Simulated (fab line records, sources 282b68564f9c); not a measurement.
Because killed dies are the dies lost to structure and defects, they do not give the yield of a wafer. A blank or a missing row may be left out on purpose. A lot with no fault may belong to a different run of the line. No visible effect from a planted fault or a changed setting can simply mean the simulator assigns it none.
Comparing a struck lot with a sound one || flow rit-cmos || 14 steps out of a route of 202
Sound: these wafers, L835.1, L835.5, L835.6. The struck wafers were L838.3, L838.5, L838.6. The cause is named last.
Each step with rows lists, per side, the tool, then ch with its chambers, then its first start. Under that, the readings that differ: sound wafers || struck wafers || difference of the means || sigmas: that difference in standard deviations of wafers without a fault.
alike: a reading whose means differ by less than 2 such deviations, as well as words and numbers matching on both sides. not compared: withheld readings; readings where some wafer has no value; bounds like >300 that might hide an equal value; numbers whose values overlap and for which the record gives no deviation.
A row with sigmas, a row that says differs or no value, or rows on one side alone: a step with any of these is where the two part. Numbers that have no deviation but don't overlap get no sigmas and don't part them. A reading that every wafer of one side lacks parts them only if that side has two wafers or more.

RIT_CONTACT_ETCH_11: etches SiO2 in CHF3/CF4/Ar, stops on TiSi2, target depth 480 nm, time 320 s.
  sound on rie-diel-02 ch 0,1,3, day 3 13:57; struck on rie-diel-03 ch 1,2, day 4 01:57
  alike: cf4-flow-sccm, drypump-motor-current-A, oes-product-au, throttle-valve-pct
  not compared: rf-hours-counter-h
RIT_CONTACT_STRIP_12: strips in O2, time 180 s.
  sound on plasma-asher-01 ch 0,1, day 3 14:08; struck on plasma-asher-01 ch 0,1, day 4 02:13
  alike: drypump-motor-current-A
  not compared: rf-hours-counter-h
RIT_CONTACT_CD_MEAS_90: target cd 1000 nm.
  sound on cd-sem-01, day 3 14:19; struck on cd-sem-02, day 4 02:22
  alike: cd-nm
then, 2 steps without rows for these wafers: RIT_CONTACT_CLEAN_13 (cleans in SC1, time 600 s); RIT_CONTACT_CLEAN_14 (cleans in SC2, time 600 s).
RIT_M1_SPUTTER_00: material Al, target thk 400 nm, time 500 s.
  sound on pvd-sputter-01, day 3 14:48; struck on pvd-sputter-01, day 4 02:49
  alike: cathode-dc-power-W, substrate-temp-c, throttle-valve-pct
RIT_M1_RS_MEAS_01: the measuring method here is four-point-probe.
  sound on film-metro-02, day 3 15:06; struck on film-metro-02, day 4 03:08
  alike: M1_AL_RS
RIT_M1_THK_MEAS_02: measures by xrf.
  sound on film-metro-02, day 3 15:13; struck on film-metro-02, day 4 03:14
{"reading": "M1_AL_THK (nm)", "sound": "399 408 400", "struck": "416 407 413", "difference": "+10", "sigmas": "+2"}
then, 4 steps without rows for these wafers: RIT_M1_HMDS_03 (prime time 61.38 s); RIT_M1_COAT_04 (resist thk 1300 nm); RIT_M1_SOFTBAKE_05 (time 60 s); RIT_M1_EXPOSE_06 (exposes mask M12, target cd 2600 nm).
RIT_M1_PEB_07:
  sound on litho-track-03 ch 0, day 3 16:01; struck on litho-track-04, day 4 04:05
{"reading": "exhaust-pa (Pa)", "sound": "45.4 44.8 45.8", "struck": "- - -", "difference": "no value on the struck wafers", "sigmas": ""}
  not compared: chill-plate-temp-C
then, 1 step without rows for these wafers: RIT_M1_DEVELOP_08 (develop time 68 s).

## WHERE THEY PART
Last at RIT_M1_PEB_07 as far as this record goes, first at RIT_M1_THK_MEAS_02.

WHY: what had been put in by the simulator
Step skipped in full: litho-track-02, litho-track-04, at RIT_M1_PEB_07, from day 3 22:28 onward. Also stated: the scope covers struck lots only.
